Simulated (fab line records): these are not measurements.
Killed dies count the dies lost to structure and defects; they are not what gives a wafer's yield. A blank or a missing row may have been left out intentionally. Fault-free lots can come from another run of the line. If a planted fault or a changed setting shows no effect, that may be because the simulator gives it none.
Lot-split experiment	flow rit_cmos	23 wafers read across 5 lots, on a route 202 steps long

## SPLIT DETAILS
At RIT_NWELL_IMPLANT_08, the setting dose_cm2 was moved away from the recipe's 5e+13 on 9 of the 23 wafers read, by -7.5% to +6.1%. The other wafers ran this setting at the recipe's value.

## FROM THE SPLIT TO THE READING: what the file shows between them, 5 steps
- RIT_NWELL_STRIP_09: strips in O2, time 180 s
- RIT_NWELL_TW_MEAS_10
- RIT_PWELL_IMPLANT_08 (also split here: energy_kev)
- RIT_PWELL_STRIP_09: strips in O2, time 180 s
- RIT_WELLDRIVE_ANNEAL_00: time 14700 s

## THE READING
NWELL_RS (ohm/sq), read at RIT_WELLDRIVE_RS_MEAS_01 with a four-point probe. A value of 275.5 ohm/sq with a standard deviation of 0.91 ohm/sq is what fault-free wafers of this fab line usually give.

wafer	tool, chamber at the split	dose_cm2 as run	against the recipe	NWELL_RS, ohm/sq	against lot-mates on the recipe
L077.2	implanter-01, 0	5e+13	recipe	274.7	-
L077.3	implanter-01, 0	5e+13	recipe	274.6	-
L077.5	implanter-01, 0	5e+13	recipe	274.9	-
L078.1	implanter-04, 0	4.781e+13	-4.4%	285.1	+8.5
L078.3	implanter-04, 0	5e+13	recipe	276.3	-
L078.4	implanter-04, 0	4.781e+13	-4.4%	285.2	+8.6
L078.5	implanter-04, 0	5e+13	recipe	276.6	-
L078.6	implanter-04, 0	5e+13	recipe	276.9	-
L082.1	implanter-03, 0	5.304e+13	+6.1%	265.9	-9.1
L082.2	implanter-03, 0	5.304e+13	+6.1%	264.9	-10.1
L082.3	implanter-03, 0	5.304e+13	+6.1%	265.0	-10.0
L082.4	implanter-03, 0	5e+13	recipe	275.1	-
L082.6	implanter-03, 0	5e+13	recipe	274.9	-
L083.2	implanter-01, 0	4.671e+13	-6.6%	286.5	+11.9
L083.3	implanter-01, 0	4.671e+13	-6.6%	285.8	+11.2
L083.4	implanter-01, 0	5e+13	recipe	275.1	-
L083.5	implanter-01, 0	5e+13	recipe	274.6	-
L083.6	implanter-01, 0	5e+13	recipe	274.2	-
L085.1	implanter-03, 0	4.627e+13	-7.5%	289.5	+13.5
L085.2	implanter-03, 0	5e+13	recipe	275.6	-
L085.4	implanter-03, 0	5e+13	recipe	275.8	-
L085.5	implanter-03, 0	5e+13	recipe	276.5	-
L085.6	implanter-03, 0	4.627e+13	-7.5%	289.5	+13.5

FIT RESULTS
A straight line over all 23 wafers: NWELL_RS changes by -1.78 ohm/sq for each +1% of dose_cm2; r = -0.99; the points scatter about the line by 1 ohm/sq.
The same after taking each lot's own level away (the mean of its wafers on the recipe; 23 wafers): -1.73 ohm/sq for each +1%; r = -1.00; scatter 0.49 ohm/sq.
That fit puts the effect of the largest move of dose_cm2 on the reading at 13 ohm/sq.
From 274.63 to 276.60 ohm/sq: that is the span of the lots' own levels, equal to 2.2 times the standard deviation above.
Hence the lot-to-lot level has little effect on the slope; both slopes agree.
Check: with one of the wafers moved furthest among these (-7.5%) left out of the fit, the line predicts +13.1 ohm/sq for it against its lot-mates. It came out at +13.5 ohm/sq against them.

## THESE WAFERS: OTHER SPLITS
These wafers also went through other splits before the reading. Each is held against what the fit with the lots' levels taken away leaves over:
other split on the same wafers	wafers away from the commonest value	r with NWELL_RS (lot level and that fit taken away)
RIT_ACTIVE_SOFTBAKE_07 time_s	5	-0.04
RIT_NWELL_COAT_01 spin_rpm	5	-0.12
RIT_PWELL_IMPLANT_08 energy_kev	9	-0.07

## THE WHOLE CHAIN: every reading that the file lists as answering this split, in the file's order
step	what it does	reading	change (the file's fit)	r (the file's)
RIT_NWELL_TW_MEAS_10		NWELL_TW	+7.19 for each +1% of the setting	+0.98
RIT_WELLDRIVE_RS_MEAS_01	measures by four-point-probe	NWELL_RS	-1.76 for each +1% of the setting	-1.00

## FILE'S OWN FIT
NWELL_RS changes by -1.76 ohm/sq for each +1% of dose_cm2, r = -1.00.
